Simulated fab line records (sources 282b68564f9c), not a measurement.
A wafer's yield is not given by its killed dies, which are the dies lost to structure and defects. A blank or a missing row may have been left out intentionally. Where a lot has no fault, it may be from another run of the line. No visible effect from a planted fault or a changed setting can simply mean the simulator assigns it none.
fab line records ; flow rit_cmos
record lots=14; wafers=42; last_day=7
route steps=202 shown GATE@84 M1@202
lots untouched by any fault: they come from a run of this same line in which no faults occurred
start_h: hours from the record's first day to the start of the lot's first wafer shown ; wait_h: hours since the lot's step before ; " same as the row above ; L1.1+2: a single row standing in for several wafers ; - value missing, or start not given ; * or withheld: withheld ; < > ~ a bound
route shown NAME@n: a module of which the file shows steps, and the number in the route of the first ; usual: the fault-free wafers' mean and standard deviation ; same: alike in all rows ; chamber/n: place in a boat ; sites: the reading at each site ; _std_site: how widely they spread, as a standard deviation ; _edge_site: the outer-site mean with the inner-site mean subtracted ; radius_mm: for every site, how far away it sits from the centre of the wafer ; mask NAME#n: copy n ; behind: the tool/chamber that last shaped the wafer ; hold: what put the lot on hold/how long, in hours/how the hold closed ; device: transistor that didn't switch, given as n, p or np ; end of line: at the end of the route, the tests of the same wafers ; step lacking rows: just its recipe ; killed: at the first sort, the dies lost to defects and structure; wafer yield is something else ; map: shows each die of a wafer: x if killed, . if not, _ if none is there
set.NAME: the run value of the setting; set.NAME@STEP: its run value at that earlier step ; model.NAME: the simulator's own value behind a step, which no gauge read
the route's steps for a sample of lots (tables are steps, rows are wafers)
services: the hour from which a tool's chamber was out of use, counted from the record's first day as start_h (under 0 if before that day), plus the number of hours and why
## steps
# step RIT_GATE_CVD_08
# recipe material=poly-Si; target_thk_nm=250; temp_c=610; precursor=SiH4; time_s=2220; pressure_mtorr=300; sih4_flow_sccm=100
# usual spike_tc_centre_C=612.5/1.3; spike_tc_load_C=630.2/1.5; susceptor_temp_C=609.99/0.28
lot.wafer;tool;chamber;start_h;wait_h;spike_tc_centre_C;spike_tc_load_C;susceptor_temp_C
L667.1;lpcvd-01;1;34.36;0.6;611.9;626.9;609.86
L667.2;lpcvd-01;1;34.36;0.6;613.7;627.8;610.37
L667.4;lpcvd-01;1;34.36;0.6;611.5;627.3;610.31
L668.1;lpcvd-01;0;39.71;0.1;612.9;630.5;609.66
L668.2;lpcvd-01;0;39.71;0.1;614.0;631.0;609.80
L668.6;lpcvd-01;0;39.71;0.1;614.1;630.3;610.03
L669.3;lpcvd-01;0;43.02;0.0;614.2;630.5;609.75
L669.5;lpcvd-01;0;43.02;0.0;614.2;629.9;609.76
L669.6;lpcvd-01;0;43.02;0.0;613.4;630.5;610.00
L670.2;lpcvd-01;0;49.38;0.0;613.8;631.3;609.84
L670.4;lpcvd-01;0;49.38;0.0;613.9;630.7;610.28
L670.6;lpcvd-01;0;49.38;0.0;613.5;630.7;610.27
L671.1;lpcvd-01;0;54.16;0.1;613.1;629.2;610.14
L671.2;lpcvd-01;0;54.16;0.1;613.6;631.1;610.15
L671.4;lpcvd-01;0;54.16;0.1;614.1;629.4;610.42
L672.1;lpcvd-01;0;63.53;1.2;611.9;630.4;609.31
L672.2;lpcvd-01;0;63.53;1.2;613.1;630.6;609.89
L672.4;lpcvd-01;0;63.53;1.2;614.3;631.4;610.01
L673.2;lpcvd-01;0;69.71;1.2;612.1;631.2;609.78
L673.5;lpcvd-01;0;69.71;1.2;611.1;631.2;609.99
L673.6;lpcvd-01;0;69.71;1.2;612.3;630.0;609.44
L674.2;lpcvd-01;1;71.32;1.5;611.3;627.1;610.73
L674.3;lpcvd-01;1;71.32;1.5;614.1;628.2;610.56
L674.6;lpcvd-01;1;71.32;1.5;612.8;626.5;610.38
L675.4;lpcvd-02;1;74.19;0.0;611.5;630.4;610.37
L675.5;lpcvd-02;1;74.19;0.0;610.8;631.3;609.84
L675.6;lpcvd-02;1;74.19;0.0;610.4;628.3;610.11
L677.1;lpcvd-02;1;86.05;0.1;611.9;628.8;609.58
L677.2;lpcvd-02;1;86.05;0.1;610.4;629.3;609.91
L677.6;lpcvd-02;1;86.05;0.1;612.4;629.6;610.48
L678.1;lpcvd-01;0;92.36;0.1;613.4;630.1;610.22
L678.4;lpcvd-01;0;92.36;0.1;612.3;630.3;609.64
L678.5;lpcvd-01;0;92.36;0.1;612.4;631.3;609.63
L679.1;lpcvd-01;1;98.94;0.1;612.4;628.7;610.30
L679.3;lpcvd-01;1;98.94;0.1;611.3;627.9;610.20
L679.4;lpcvd-01;1;98.94;0.1;611.8;628.3;610.09
L687.1;lpcvd-01;0;133.68;0.1;609.0;626.1;606.21
L687.2;lpcvd-01;0;133.68;0.1;609.4;625.9;605.89
L687.5;lpcvd-01;0;133.68;0.1;606.7;628.2;605.79
L688.2;lpcvd-01;0;139.69;0.0;609.6;626.9;605.54
L688.3;lpcvd-01;0;139.69;0.0;608.1;623.6;606.07
L688.5;lpcvd-01;0;139.69;0.0;606.7;626.5;605.55
# step RIT_GATE_THK_MEAS_09
# recipe reads=poly-Si_of_GATE_CVD_08
# usual GATE_POLY_THK=247.9/2.1
lot.wafer;tool;chamber;start_h;wait_h;hold;GATE_POLY_THK[nm]
L667.1;film_metro-01;-;35.98;0.0;-;249.2
L667.2;film_metro-01;-;35.98;0.0;-;246.0
L667.4;film_metro-01;-;35.98;0.0;-;248.4
L668.1;film_metro-01;-;41.32;0.0;-;249.3
L668.2;film_metro-01;-;41.32;0.0;-;250.2
L668.6;film_metro-01;-;41.32;0.0;-;248.7
L669.3;film_metro-01;-;44.65;0.0;-;249.5
L669.5;film_metro-01;-;44.65;0.0;-;250.0
L669.6;film_metro-01;-;44.65;0.0;-;248.7
L670.2;film_metro-04;-;51.01;0.0;-;245.3
L670.4;film_metro-04;-;51.01;0.0;-;245.1
L670.6;film_metro-04;-;51.01;0.0;-;246.6
L671.1;film_metro-01;-;55.79;0.0;-;249.0
L671.2;film_metro-01;-;55.79;0.0;-;247.1
L671.4;film_metro-01;-;55.79;0.0;-;247.8
L672.1;film_metro-03;-;65.15;0.0;-;249.6
L672.2;film_metro-03;-;65.15;0.0;-;245.3
L672.4;film_metro-03;-;65.15;0.0;-;246.9
L673.2;film_metro-04;-;71.33;0.0;-;248.0
L673.5;film_metro-04;-;71.33;0.0;-;246.0
L673.6;film_metro-04;-;71.33;0.0;-;247.1
L674.2;film_metro-04;-;72.95;0.0;-;248.5
L674.3;film_metro-04;-;72.95;0.0;-;249.5
L674.6;film_metro-04;-;72.95;0.0;-;249.9
L675.4;film_metro-03;-;75.83;0.0;-;250.5
L675.5;film_metro-03;-;75.83;0.0;-;249.8
L675.6;film_metro-03;-;75.83;0.0;-;251.8
L677.1;film_metro-01;-;87.67;0.0;-;248.1
L677.2;film_metro-01;-;87.67;0.0;-;246.4
L677.6;film_metro-01;-;87.67;0.0;-;247.6
L678.1;film_metro-01;-;93.98;0.0;-;251.1
L678.4;film_metro-01;-;93.98;0.0;-;248.9
L678.5;film_metro-01;-;93.98;0.0;-;247.5
L679.1;film_metro-03;-;100.55;0.0;-;248.5
L679.3;film_metro-03;-;100.55;0.0;-;250.3
L679.4;film_metro-03;-;100.55;0.0;-;248.6
L687.1;film_metro-01;-;135.29;0.0;await_dispo/0.2h/release;226.0
L687.2;film_metro-01;-;135.29;0.0;await_dispo/0.2h/release;225.0
L687.5;film_metro-01;-;135.29;0.0;await_dispo/0.2h/release;228.3
L687.1;film_metro-01;-;135.52;0.2;-;225.7
L687.2;film_metro-01;-;135.52;0.2;-;225.1
L687.5;film_metro-01;-;135.52;0.2;-;228.3
L688.2;film_metro-01;-;141.31;0.0;await_dispo/0.2h/release;224.8
L688.3;film_metro-01;-;141.31;0.0;await_dispo/0.2h/release;225.9
L688.5;film_metro-01;-;141.31;0.0;await_dispo/0.2h/release;223.3
L688.2;film_metro-01;-;141.54;0.2;-;224.7
L688.3;film_metro-01;-;141.54;0.2;-;226.0
L688.5;film_metro-01;-;141.54;0.2;-;223.4
# step RIT_GATE_ETCH_19
# recipe chemistry=SF6/CHF3/O2; time_s=165; SF6_flow_sccm=30; CHF3_flow_sccm=30; O2_flow_sccm=5; target=poly-Si; pressure_mtorr=40; rf_w=160; target_depth_a=3125; over_etch_frac=0.25; stop_on=SiO2
# usual CHF3_flow_sccm=30.01/0.09; drypump_motor_current_A=5.4/0.39; oes_product_au=0.837/0.013; throttle_valve_pct=10.21/0.12
lot.wafer;tool;chamber;start_h;wait_h;CHF3_flow_sccm;drypump_motor_current_A;oes_product_au;rf_hours_counter_h;throttle_valve_pct
L667.1;rie_si-02;3;37.23;0.1;29.99;4.9;0.832;11;10.41
L667.2;rie_si-02;0;37.23;0.1;30.02;5.6;0.833;58;10.04
L667.4;rie_si-02;1;37.23;0.1;29.95;5.5;0.826;65;10.10
L668.1;rie_si-01;0;42.54;0.1;30.26;5.1;0.828;40;10.24
L668.2;rie_si-01;3;42.54;0.1;29.85;5.2;0.859;104;10.16
L668.6;rie_si-01;0;42.54;0.1;29.98;5.1;0.817;-;10.25
L669.3;rie_si-02;2;45.85;0.1;29.96;6.1;0.857;1;10.10
L669.5;rie_si-02;0;45.85;0.1;29.92;5.6;0.846;-;10.04
L669.6;rie_si-02;1;45.85;0.1;30.00;5.4;0.837;-;10.10
L670.2;rie_si-01;1;52.37;0.1;30.07;5.8;0.834;6;10.27
L670.4;rie_si-01;2;52.37;0.1;29.93;4.9;0.820;43;10.30
L670.6;rie_si-01;3;52.37;0.1;29.97;5.2;0.840;-;10.15
L671.1;rie_si-02;2;57.12;0.1;29.94;6.0;0.850;1;10.08
L671.2;rie_si-02;1;57.12;0.1;30.02;5.5;0.830;66;10.10
L671.4;rie_si-02;0;57.12;0.1;30.01;5.6;0.842;59;10.06
L672.1;rie_si-01;0;66.49;0.1;30.02;5.1;0.836;40;10.24
L672.2;rie_si-01;1;66.49;0.1;30.05;5.8;0.834;7;10.27
L672.4;rie_si-01;2;66.49;0.1;30.03;4.9;0.817;43;10.28
L673.2;rie_si-02;1;72.69;0.1;29.93;5.5;0.825;66;10.10
L673.5;rie_si-02;3;72.69;0.1;30.16;4.9;0.825;-;10.42
L673.6;rie_si-02;2;72.69;0.1;29.81;6.0;0.843;-;10.10
L674.2;rie_si-01;0;74.16;0.1;30.08;5.1;0.832;40;10.26
L674.3;rie_si-01;3;74.16;0.1;30.10;5.2;0.848;104;10.15
L674.6;rie_si-01;3;74.16;0.1;30.20;5.2;0.857;-;10.17
L675.4;rie_si-02;1;77.14;0.1;30.08;5.5;0.835;66;10.09
L675.5;rie_si-02;1;77.14;0.1;29.96;5.5;0.829;-;10.09
L675.6;rie_si-02;0;77.14;0.1;29.97;5.6;0.860;-;10.05
L677.1;rie_si-02;2;89.12;0.1;30.07;6.0;0.849;2;10.10
L677.2;rie_si-02;1;89.12;0.1;30.07;5.5;0.826;66;10.11
L677.6;rie_si-02;3;89.12;0.1;29.97;4.9;0.835;-;10.42
L678.1;rie_si-01;3;95.20;0.1;30.03;5.2;0.853;104;10.16
L678.4;rie_si-01;1;95.20;0.1;30.00;5.8;0.845;7;10.28
L678.5;rie_si-01;3;95.20;0.1;30.09;5.2;0.847;-;10.15
L679.1;rie_si-02;0;101.97;0.1;30.02;5.6;0.846;59;10.04
L679.3;rie_si-02;2;101.97;0.1;29.92;6.0;0.855;2;10.11
L679.4;rie_si-02;1;101.97;0.1;29.91;5.5;0.827;66;10.10
L687.1;rie_si-02;1;143.90;0.1;30.08;5.5;0.773;66;10.11
L687.2;rie_si-02;3;143.90;0.1;29.87;4.9;0.771;12;10.44
L687.5;rie_si-02;1;143.90;0.1;29.87;5.5;0.790;-;10.11
L688.2;rie_si-01;3;144.36;0.1;29.99;5.2;0.801;105;10.16
L688.3;rie_si-01;0;144.36;0.1;29.93;5.1;0.772;40;10.24
L688.5;rie_si-01;0;144.36;0.1;30.04;5.1;0.767;-;10.25
# step RIT_M1_PROBE_99
# usual killed_at_M0_to_M3=0.0/0.18; killed_at_contacts=0.1/0.38; killed_at_front_end=6.9/2.9; killed_dies=7.1/3; killed_open=3.5/2.1; killed_short=3.5/2
# same gross_dies=264; killed_at_M4_up=0; killed_at_back_side=0; killed_at_other=0
lot.wafer;tool;chamber;start_h;wait_h;killed_at_M0_to_M3;killed_at_contacts;killed_at_front_end;killed_dies;killed_open;killed_short
L687.1;prober-01;-;165.22;0.1;0;0;6;6;3;3
L687.2;prober-01;-;165.27;0.1;0;0;5;5;2;2
L687.5;prober-01;-;165.42;0.2;0;0;6;6;2;3
L688.2;prober-02;-;167.61;0.1;0;0;5;5;1;4
L688.3;prober-02;-;167.66;0.2;0;1;4;5;4;1
L688.5;prober-02;-;167.76;0.2;0;0;3;3;0;3
# killed by level:class
L687.1 GATE:geometric_particle:short=3 SILICIDE:geometric_particle:open=2 SPACER:geometric_particle:open=1
L687.2 SPACER:geometric_particle:open=2 GATE:geometric_particle:short=1 SILICIDE:geometric_particle:short=1 PRETRO:coat_microbubble_printed=1
L687.5 FOX1:geometric_particle:short=2 FOX1:geometric_particle:open=1 GATE:geometric_particle:open=1 GATE:geometric_particle:short=1 PRETRO:coat_microbubble_printed=1
L688.2 GATE:geometric_particle:short=2 FOX1:geometric_particle:short=1 SPACER:geometric_particle:short=1 SILICIDE:geometric_particle:open=1
L688.3 GATE:geometric_particle:open=2 REOX:geometric_particle:open=2 CONTACT:geometric_particle:short=1
L688.5 FOX2:geometric_particle:short=1 REOX:geometric_particle:short=1 SILICIDE:geometric_particle:short=1
## services
tool;chamber;start_h;hours;kind
lpcvd-01;-;27.07;1.3;repair
lpcvd-01;-;33.53;0.8;pm
lpcvd-02;-;34.54;0.7;repair
lpcvd-02;-;58.56;14.6;pm
rie_si-01;2;89.48;2.6;repair
rie_si-02;0;125.94;41.4;repair
## key
first_sign step=RIT_GATE_CVD_08; reading=susceptor_temp_C; direction=down; sigmas=15; usual=*; struck=*
effect step=RIT_GATE_CVD_08; reading=spike_tc_centre_C; direction=down; sigmas=3.3; usual=612.5; struck=608.3
effect step=RIT_GATE_THK_MEAS_09; reading=visit; direction=added
effect step=RIT_GATE_THK_MEAS_09; reading=GATE_POLY_THK; direction=down; sigmas=11; usual=247.9; struck=225.5
effect step=RIT_GATE_ETCH_19; reading=oes_product_au; direction=down; sigmas=4.4; usual=0.837; struck=0.779
met_at RIT_GATE_CVD_08
struck_lots L687,L688
tester_left_out L687,L688
onset_between 98.94 133.68
fault kind=process_parameter_drift; tool=lpcvd-01; chamber=-; onset_h=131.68; steps=RIT_GATE_CVD_08; channel=temp_c; offset=*; shape=step; end_h=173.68; acts_in=*; stated=*
# tester_left_out: of these lots the tester's yield and bins aren't shown, on N5 and GAA mostly nor the transistor test; their killed dies are dies lost to structure and defects alone, not to doping, threshold or leakage, so they don't give the yield
